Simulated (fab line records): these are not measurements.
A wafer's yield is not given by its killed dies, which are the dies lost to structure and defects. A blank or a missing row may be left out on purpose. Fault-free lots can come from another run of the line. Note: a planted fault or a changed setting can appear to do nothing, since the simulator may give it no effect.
fab line records	flow rit_cmos
record: lots: 14	wafers: 42	last_day: 7
route steps=202 shown ACTIVE@17 GATE@96 CONTACT@179 M1@194
lots that met no fault: from a run of the same line without faults
start_h: hours from the record's first day to the start of the lot's first wafer shown	wait_h: hours since the lot's step before	" the same as in the row above	L1.1+2: a single row standing in for several wafers	- no value present, or no start provided	* or withheld: withheld	< > ~ a bound
route shown NAME@n: NAME is a module with steps in the file, n the number in the route of the first one	usual: mean/standard deviation of fault-free wafers	same: alike in all rows	chamber/n: place in a boat	sites: the reading at each site	_std_site: their standard deviation	_edge_site: mean of outer sites minus mean of inner sites	radius_mm: for every site, how far away it sits from the centre of the wafer	mask NAME#n: copy n	behind: the tool/chamber that last shaped the wafer	hold: the reason the lot was held/the length of the hold in hours/how it ended	device: names the non-switching transistor (n, p or np)	end of line: the same wafers' tests at the end of the route	a step given without rows: its recipe and nothing more	killed: at the first sort, the dies lost to defects and structure; wafer yield is something else	map: the dies of a wafer, with x for killed, . for not killed, _ for no die there
set.NAME: the setting as run; set.NAME@STEP: as run at that earlier step	model.NAME: the simulator's own value behind a step, which no gauge read
a sample of lots followed through the steps of the route, with each step as a table and each wafer as a row
services: the hour from which a tool's chamber was out of use, counted from the record's first day as start_h (under 0 if before that day), plus the number of hours and why
== steps ==
step: RIT_ACTIVE_CLEAN_15
recipe: chemistry: SC1	mix: 3:3:50	time_s: 600	temp_c: 75
usual: run_length_s: 629/4.3
lot.wafer	tool	chamber	start_h	wait_h	run_length_s
L581.2	wet_bench-04	1	15.14	0.1	625
L581.5	"	1	"	"	625
L581.6	"	1	"	"	625
L583.2	wet_bench-02	0	25.97	0.1	633
L583.3	"	0	"	"	633
L583.6	"	0	"	"	633
L584.2	wet_bench-04	1	30.26	0.1	633
L584.4	"	1	"	"	633
L584.5	"	1	"	"	633
L586.2	wet_bench-02	1	41.42	0.1	625
L586.5	"	1	"	"	625
L586.6	"	1	"	"	625
L587.1	wet_bench-04	1	45.49	0.1	624
L587.3	"	1	"	"	624
L587.5	"	1	"	"	624
L588.1	wet_bench-03	3	51.45	0.1	624
L588.2	"	3	"	"	624
L588.6	"	3	"	"	624
L589.3	wet_bench-03	3	55.63	0.1	626
L589.5	"	3	"	"	626
L589.6	"	3	"	"	626
L590.4	wet_bench-03	1	60.42	0.0	628
L590.5	"	1	"	"	628
L590.6	"	1	"	"	628
L591.2	wet_bench-03	2	66.17	0.1	635
L591.4	"	2	"	"	635
L591.5	"	2	"	"	635
L592.1	wet_bench-03	1	70.26	0.1	636
L592.2	"	1	"	"	636
L592.5	"	1	"	"	636
L593.1	wet_bench-04	3	75.34	0.1	636
L593.3	"	3	"	"	636
L593.5	"	3	"	"	636
L595.4	wet_bench-02	1	86.34	0.0	634
L595.5	"	1	"	"	634
L595.6	"	1	"	"	634
L597.2	wet_bench-02	3	95.49	0.1	653
L597.3	"	3	"	"	653
L597.6	"	3	"	"	653
L604.3	wet_bench-02	2	130.97	0.1	651
L604.4	"	2	"	"	651
L604.6	"	2	"	"	651
step: RIT_GATE_STRIP_20
recipe: chemistry: O2	time_s: 180	resist: NOVOLAK	platen_temp_c: withheld	power_w: 500	pressure_mtorr: 4000	o2_flow_sccm: 4000
usual: chamber_pressure_mTorr: 4000/3.6	drypump_motor_current_A: 5.87/0.27
lot.wafer	tool	chamber	start_h	wait_h	chamber_pressure_mTorr	drypump_motor_current_A	rf_hours_counter_h
L581.2	plasma_asher-01	0	39.48	0.1	3997	5.42	38
L581.5	"	0	"	"	4003	5.42	-
L581.6	"	1	"	"	3997	6.13	-
L583.2	plasma_asher-01	0	49.62	0.1	4005	5.40	39
L583.3	"	0	"	"	3992	5.41	-
L583.6	"	0	"	"	3994	5.41	-
L584.2	plasma_asher-03	1	55.46	0.1	4002	6.02	41
L584.4	"	0	"	"	4001	6.09	-
L584.5	"	0	"	"	3997	6.10	-
L586.2	plasma_asher-04	0	64.58	0.1	4000	5.75	44
L586.5	"	0	"	"	4004	5.79	-
L586.6	"	1	"	"	4003	5.81	-
L587.1	plasma_asher-01	1	67.54	0.1	3999	6.09	41
L587.3	"	0	"	"	3998	5.42	-
L587.5	"	0	"	"	3997	5.41	-
L588.1	plasma_asher-04	1	76.17	0.1	3999	5.78	45
L588.2	"	0	"	"	3998	5.71	45
L588.6	"	0	"	"	4000	5.76	-
L589.3	plasma_asher-03	1	77.88	0.1	4003	5.99	-
L589.5	"	0	"	"	4006	6.08	-
L589.6	"	1	"	"	4004	5.97	-
L590.4	plasma_asher-04	0	82.38	0.1	3997	5.76	-
L590.5	"	0	"	"	4005	5.74	-
L590.6	"	1	"	"	4003	5.80	-
L591.2	plasma_asher-01	0	92.09	0.1	4005	5.42	42
L591.4	"	1	"	"	3995	6.12	-
L591.5	"	1	"	"	4005	6.12	-
L592.1	plasma_asher-03	0	92.99	0.1	4009	6.14	46
L592.2	"	1	"	"	4005	5.96	46
L592.5	"	1	"	"	4000	5.98	-
L593.1	plasma_asher-03	0	97.14	0.1	4001	6.10	46
L593.3	"	1	"	"	3993	6.00	-
L593.5	"	0	"	"	3997	6.10	-
L595.4	plasma_asher-03	0	108.01	0.1	4003	6.08	-
L595.5	"	1	"	"	4004	5.97	-
L595.6	"	0	"	"	4001	6.11	-
L597.2	plasma_asher-01	1	118.00	0.1	4004	6.09	45
L597.3	"	1	"	"	4006	6.10	-
L597.6	"	1	"	"	3997	6.10	-
L604.3	plasma_asher-01	1	156.58	0.1	3998	6.10	-
L604.4	"	0	"	"	4002	5.42	-
L604.6	"	1	"	"	3994	6.11	-
step: RIT_CONTACT_ETCH_11
recipe: target_depth_a: 4800	over_etch_frac: 0.2	stop_on: TiSi2	chemistry: CHF3/CF4/Ar	target: SiO2	CHF3_flow_sccm: 50	cf4_flow_sccm: 10	Ar_flow_sccm: 100	O2_flow_sccm: 5	pressure_mtorr: 100	rf_w: 200	time_s: 320
usual: chamber_pressure_mTorr: 100.00/0.095	drypump_motor_current_A: 5.8/0.43	oes_product_au: 0.986/0.015	throttle_valve_pct: 8.84/0.11
same: over_etch_frac: 0.2
lot.wafer	tool	chamber	start_h	wait_h	chamber_pressure_mTorr	drypump_motor_current_A	oes_product_au	rf_hours_counter_h	throttle_valve_pct
L581.2	rie_diel-04	1	56.15	0.1	100.08	6.1	0.973	101	9.01
L581.5	"	2	"	"	100.00	5.8	0.964	-	8.82
L581.6	"	1	"	"	99.83	6.1	0.979	-	9.00
L583.2	rie_diel-04	0	64.87	0.1	99.95	5.7	0.997	74	8.86
L583.3	"	3	"	"	100.00	6.4	1.010	58	8.82
L583.6	"	3	"	"	100.13	6.4	1.014	-	8.83
L584.2	rie_diel-02	0	71.49	0.1	99.86	6.2	0.993	115	9.00
L584.4	"	3	"	"	100.21	5.7	1.018	157	8.60
L584.5	"	0	"	"	100.06	6.3	0.993	-	9.00
L586.2	rie_diel-02	3	79.34	0.1	100.13	5.7	1.008	157	8.60
L586.5	"	0	"	"	99.98	6.3	0.989	-	9.01
L586.6	"	3	"	"	100.13	5.7	1.008	-	8.61
L587.1	rie_diel-03	2	82.47	0.1	99.88	5.9	0.978	28	8.70
L587.3	"	3	"	"	100.14	5.7	0.975	149	8.81
L587.5	"	1	"	"	99.93	5.3	0.984	-	8.75
L588.1	rie_diel-03	0	91.08	0.1	99.87	6.7	0.967	9	8.84
L588.2	"	2	"	"	99.91	5.9	0.967	28	8.70
L588.6	"	0	"	"	99.94	6.7	0.972	-	8.85
L589.3	rie_diel-02	0	92.76	0.1	100.09	6.3	0.996	115	9.00
L589.5	"	1	"	"	99.96	5.4	0.994	-	9.01
L589.6	"	2	"	"	100.05	5.4	0.997	-	8.81
L590.4	rie_diel-03	0	99.44	0.1	100.06	6.6	0.971	-	8.85
L590.5	"	3	"	"	99.88	5.7	0.974	-	8.82
L590.6	"	1	"	"	99.87	5.2	0.991	-	8.77
L591.2	rie_diel-04	3	107.32	0.1	100.10	6.4	1.012	59	8.83
L591.4	"	2	"	"	99.94	5.8	0.958	119	8.81
L591.5	"	1	"	"	99.94	6.1	0.973	-	9.00
L592.1	rie_diel-02	0	108.44	0.1	100.00	6.3	0.999	116	8.99
L592.2	"	1	"	"	100.00	5.4	0.996	81	9.00
L592.5	"	2	"	"	100.08	5.4	0.997	-	8.81
L593.1	rie_diel-04	1	112.27	0.1	99.79	6.0	0.972	102	9.00
L593.3	"	3	"	"	99.91	6.4	1.015	59	8.82
L593.5	"	0	"	"	100.16	5.7	0.996	-	8.84
L595.4	rie_diel-02	0	122.93	0.1	100.24	6.3	0.996	-	9.02
L595.5	"	1	"	"	100.09	5.4	0.995	-	9.02
L595.6	"	2	"	"	99.95	5.3	1.004	-	8.80
L597.2	rie_diel-03	3	132.66	0.1	100.00	5.7	0.969	150	8.82
L597.3	"	2	"	"	99.95	5.9	0.973	28	8.70
L597.6	"	1	"	"	99.78	5.2	0.988	-	8.74
L604.3	rie_diel-02	3	172.13	0.1	100.00	5.7	0.971	1	8.62
L604.4	"	1	"	"	99.99	5.4	0.993	82	9.00
L604.6	"	3	"	"	99.93	5.7	0.978	-	8.61
step: RIT_M1_OVL_MEAS_10
usual: M1_OVL: 0.9/1.5
lot.wafer	tool	chamber	start_h	wait_h	M1_OVL[nm]
L581.2	overlay-02	-	58.60	0.1	-1.7
L581.5	"	-	"	"	-1.4
L581.6	"	-	"	"	0.0
L583.2	overlay-01	-	67.37	0.1	2.5
L583.3	"	-	"	"	0.0
L583.6	"	-	"	"	2.5
L584.2	overlay-01	-	73.96	0.1	2.7
L584.4	"	-	"	"	2.1
L584.5	"	-	"	"	1.7
L586.2	overlay-01	-	81.79	0.1	1.1
L586.5	"	-	"	"	-1.9
L586.6	"	-	"	"	0.3
L587.1	overlay-01	-	84.80	0.1	2.9
L587.3	"	-	"	"	1.4
L587.5	"	-	"	"	1.1
L588.1	overlay-01	-	93.41	0.1	-1.3
L588.2	"	-	"	"	-0.4
L588.6	"	-	"	"	-1.6
L589.3	overlay-02	-	95.24	0.1	1.1
L589.5	"	-	"	"	1.6
L589.6	"	-	"	"	-0.3
L590.4	overlay-01	-	101.67	0.1	2.7
L590.5	"	-	"	"	1.2
L590.6	"	-	"	"	3.5
L591.2	overlay-01	-	109.76	0.1	-0.2
L591.4	"	-	"	"	1.0
L591.5	"	-	"	"	1.0
L592.1	overlay-01	-	110.75	0.1	0.2
L592.2	"	-	"	"	-2.1
L592.5	"	-	"	"	-0.1
L593.1	overlay-02	-	114.59	0.1	0.7
L593.3	"	-	"	"	1.6
L593.5	"	-	"	"	3.0
L595.4	overlay-02	-	125.27	0.1	1.1
L595.5	"	-	"	"	-0.1
L595.6	"	-	"	"	1.4
L597.2	overlay-02	-	135.12	0.1	2.1
L597.3	"	-	"	"	3.2
L597.6	"	-	"	"	2.2
L604.3	overlay-02	-	174.46	0.1	0.6
L604.4	"	-	"	"	1.3
L604.6	"	-	"	"	0.4
step: RIT_M1_PROBE_99
usual: killed_at_contacts: 0.1/0.32	killed_at_front_end: 6.7/2.9	killed_dies: 6.8/2.9	killed_open: 3.3/1.7	killed_short: 3.4/2.1
same: gross_dies: 264	killed_at_M0_to_M3: 0	killed_at_M4_up: 0	killed_at_back_side: 0	killed_at_other: 0
lot.wafer	tool	chamber	start_h	wait_h	killed_at_contacts	killed_at_front_end	killed_dies	killed_open	killed_short
L581.2	prober-02	-	61.22	0.1	0	1	1	0	1
L581.5	prober-02	-	61.37	0.2	0	4	4	2	2
L581.6	prober-02	-	61.42	0.2	0	6	6	3	3
L588.1	prober-01	-	96.93	0.1	0	4	4	3	1
L588.2	prober-01	-	96.98	0.1	0	6	6	4	2
L588.6	prober-01	-	97.18	0.2	0	6	6	3	3
L590.4	prober-01	-	104.34	0.2	0	7	7	1	6
L590.5	prober-01	-	104.39	0.2	0	8	8	5	3
L590.6	prober-01	-	104.44	0.2	0	7	7	5	2
killed by level:class
L581.2 GATE:geometric_particle:short=1
L581.5 FOX2:geometric_particle:short=2 FOX2:geometric_particle:open=1 SPACER:geometric_particle:open=1
L581.6 GATE:geometric_particle:open=2 GATE:geometric_particle:short=2 FOX2:geometric_particle:short=1 REOX:geometric_particle:open=1
L588.1 GATE:geometric_particle:open=3 FOX2:geometric_particle:short=1
L588.2 GATE:geometric_particle:open=2 FOX1:geometric_particle:open=1 FOX1:geometric_particle:short=1 SPACER:geometric_particle:short=1 SPACER:geometric_particle:open=1
L588.6 FOX1:geometric_particle:short=1 REOX:geometric_particle:open=1 SPACER:geometric_particle:open=1 SPACER:geometric_particle:short=1 SILICIDE:geometric_particle:short=1 SILICIDE:geometric_particle:open=1
L590.4 FOX2:geometric_particle:short=2 FOX1:geometric_particle:short=1 GATE:geometric_particle:short=1 GATE:geometric_particle:open=1 SPACER:geometric_particle:short=1 SILICIDE:geometric_particle:short=1
L590.5 FOX1:geometric_particle:open=1 FOX1:geometric_particle:short=1 FOX2:geometric_particle:short=1 FOX2:geometric_particle:open=1 GATE:geometric_particle:open=1 REOX:geometric_particle:open=1 REOX:geometric_particle:short=1 SILICIDE:geometric_particle:open=1
L590.6 GATE:geometric_particle:open=3 FOX1:geometric_particle:open=1 REOX:geometric_particle:short=1 SPACER:geometric_particle:open=1 SILICIDE:geometric_particle:short=1
== services ==
tool	chamber	start_h	hours	kind
plasma_asher-04	-	2.82	2.0	repair
rie_diel-02	0	33.71	3.5	repair
rie_diel-03	-	35.44	0.2	repair
rie_diel-04	-	38.04	3.3	repair
rie_diel-04	0	38.49	7.7	repair
rie_diel-04	-	61.42	0.1	repair
plasma_asher-01	-	74.94	15.6	pm
rie_diel-03	2	92.13	9.0	repair
rie_diel-03	0	102.71	4.3	repair
plasma_asher-01	-	106.05	2.8	repair
rie_diel-02	3	106.31	6.2	repair
rie_diel-04	-	107.91	2.8	pm
plasma_asher-04	-	108.81	9.0	pm
plasma_asher-04	0	108.81	9.0	vent_cycle
plasma_asher-04	1	108.81	9.0	vent_cycle
rie_diel-02	3	112.75	-	clean
rie_diel-02	3	112.75	23.8	scheduled_down
rie_diel-02	3	112.75	23.8	vent_cycle
plasma_asher-04	0	117.81	-	clean
plasma_asher-04	1	117.81	-	clean
rie_diel-03	3	151.06	-	clean
plasma_asher-04	-	153.94	2.8	pm
== key ==
first_sign: step: RIT_ACTIVE_CLEAN_15	reading: run_length_s	direction: up	sigmas: 5.5	usual: *	struck: *
effect none on later readings
met_at RIT_ACTIVE_CLEAN_15
struck_lots L597,L604
tester_left_out L597,L604
not_acting_at RIT_GATE_STRIP_20,RIT_CONTACT_ETCH_11,RIT_M1_OVL_MEAS_10
onset_between 86.34 95.49
fault: kind: process_parameter_drift	tool: wet_bench-02	chamber: -	onset_h: 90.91	steps: RIT_ACTIVE_CLEAN_15	channel: time_s	offset: *	shape: step	end_h: 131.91	acts_in: *	stated: *
tester_left_out: of these lots the tester's yield and bins aren't shown, on N5 and GAA mostly nor the transistor test; their killed dies are dies lost to structure and defects alone, not to doping, threshold or leakage, so they don't give the yield
